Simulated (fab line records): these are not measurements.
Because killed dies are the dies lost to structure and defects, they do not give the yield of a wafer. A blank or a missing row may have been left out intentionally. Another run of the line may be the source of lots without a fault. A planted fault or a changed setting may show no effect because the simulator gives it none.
Comparing a struck lot with a sound one -- flow ritCmos -- 15 out of 202 route steps
Sound: these wafers, L548.2, L548.4, L548.6. Wafers L543.2, L543.5, L543.6 were the ones struck. The cause is named last.
At each step with rows: each side's tool, then ch and its chambers, then its first start. Under that, the readings that differ: sound wafers -- struck wafers -- difference of the means -- sigmas: that difference in standard deviations of wafers without a fault.
alike: a reading whose means differ by less than 2 such deviations, as well as words and numbers matching on both sides. not compared: withheld readings; readings where some wafer has no value; bounds like >300 that might hide an equal value; numbers whose values overlap and for which the record gives no deviation.
Wherever a step has rows on one side only, a row that says differs or no value, or a row with sigmas, the two part there. When numbers do not overlap yet have no deviation, they are printed without sigmas and do not part them. A reading missing from all wafers of one side parts the sides only when that side holds two or more wafers.

first, 1 step without rows for these wafers: RIT_PLDD_IMPLANT_08.
RIT_PLDD_STRIP_09: strips in O2, time 180 s.
  sound on plasmaAsher-02 ch 0,1, day 4 20:22; struck on plasmaAsher-03 ch 0,1, day 3 18:23
reading,sound,struck,difference,sigmas
chamberPressureMTorr (mTorr),3994 3993 3996,4003 4003 4001,+8,+2
  alike: drypumpMotorCurrentA
  not compared: rfHoursCounterH
RIT_PLDD_TW_MEAS_10:
  sound on filmMetro-03 at day 4 20:32; struck on filmMetro-04 at day 3 18:34
  alike: PLDD_TW
then, 4 steps without rows for these wafers: RIT_SPACER_CLEAN_00 (cleans in SC1, time 623.6 s); RIT_SPACER_CLEAN_01 (cleans in dHF, time 30 s); RIT_SPACER_CLEAN_02 (cleans in SC2, time 600 s); RIT_SPACER_CVD_03 (deposits Si3N4 from SiH2Cl2/NH3, target thk 250 nm, time 3300 s).
RIT_SPACER_THK_MEAS_04:
  sound on filmMetro-04 at day 4 22:53; struck on filmMetro-01 at day 3 20:56
  alike: SPACER_NITRIDE_THK
RIT_SPACER_ETCHBACK_05: etches Si3N4 in SF6/CHF3, stops on SiO2, target depth 250 nm, time 240 s.
  sound on rieDiel-02 ch 1,3, day 4 22:56; struck on rieDiel-01 ch 0,3, day 3 20:59
  alike: chamberPressureMTorr, drypumpMotorCurrentA, oesProductAu, throttleValvePct
  not compared: rfHoursCounterH
then, 3 steps without rows for these wafers: RIT_NSD_HMDS_00 (prime time 60 s); RIT_NSD_COAT_01 (resist thk 1000 nm); RIT_NSD_SOFTBAKE_02 (time 60 s).
RIT_NSD_EXPOSE_03: exposes mask M9, target cd 40700 nm.
  sound on ilineStepper-02 ch 0, day 4 23:33; struck on ilineStepper-02 ch 0, day 3 21:44
reading,sound,struck,difference,sigmas
mask,M9#0 M9#0 M9#0,M9_R1#0 M9_R1#0 M9_R1#0,differs,
next, for these wafers, 1 step has no rows: RIT_NSD_PEB_04.
RIT_M1_PROBE_99:
  sound on prober-02 at day 5 10:35; struck on prober-02 at day 4 07:58
reading,sound,struck,difference,sigmas
model.etest.selectEdgeDiodeN.leakLog10A (angstrom),-9.531 -9.821 -9.828,-5.859 -5.227 -5.636,+4.153,
  alike: killedAtContacts, killedAtFrontEnd, killedDies, killedOpen, killedShort

## WHERE THEY PART
Earliest at RIT_PLDD_STRIP_09; latest, in this record, at RIT_NSD_EXPOSE_03. Later steps at which nothing parts them and some readings are alike: RIT_M1_PROBE_99.

WHY: whatever the simulator had introduced
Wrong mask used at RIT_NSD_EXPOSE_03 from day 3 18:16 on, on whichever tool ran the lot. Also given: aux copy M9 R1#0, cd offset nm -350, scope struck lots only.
